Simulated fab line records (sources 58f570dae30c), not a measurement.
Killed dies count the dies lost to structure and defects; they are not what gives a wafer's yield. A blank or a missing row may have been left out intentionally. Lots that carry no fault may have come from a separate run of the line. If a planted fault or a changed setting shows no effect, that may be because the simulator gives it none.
Matching of chambers | flow berkeleyCmos170 | rieDiel-03 running UCB170_M3_ETCH_17: 4 sister chambers
The step etches BARC in N2/H2. 4 wafers are shown with their chamber, then 8 later ones without.

## WAFERS WITH THEIR CHAMBER
wafer  | chamber | drypumpMotorCurrentA (A)
L754.6 | 3       | 5.7
L759.5 | 2       | 6.4
L759.6 | 1       | 5.0
L767.2 | 0       | 6.6

## WAFERS WITH NO CHAMBER GIVEN
wafer  | drypumpMotorCurrentA (A)
L767.3 | 5.0
L767.5 | 6.5
L769.1 | 6.6
L769.2 | 5.0
L769.4 | 5.7
L770.3 | 6.4
L770.4 | 5.0
L770.6 | 6.6

## WHICH CHAMBER EACH WENT THROUGH
wafer  | from the rows above     | in truth
L767.3 | 1                       | 1
L767.5 | can't be placed: 0 or 2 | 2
L769.1 | 0                       | 0
L769.2 | 1                       | 1
L769.4 | 3                       | 3
L770.3 | 2                       | 2
L770.4 | 1                       | 1
L770.6 | 0                       | 0
7 of 8 placed correctly. Cannot be placed on the basis of these rows: 1; the candidates contain the true chamber in 1. 0 placed wrongly.
How it was worked out, from the rows above alone: a wafer's distance from a chamber is the root of the sum, over the readings, of the square of ((its reading less the chamber's mean) divided by the reading's scatter). The wafer belongs to the nearest chamber; if the next one is less than 2 further off, it can't be placed. Each chamber's mean is taken over the wafers shown for it. The scatter (one wafer shown for each chamber): square how far every hidden wafer sits from the nearest shown wafer, average those squares and take the square root.
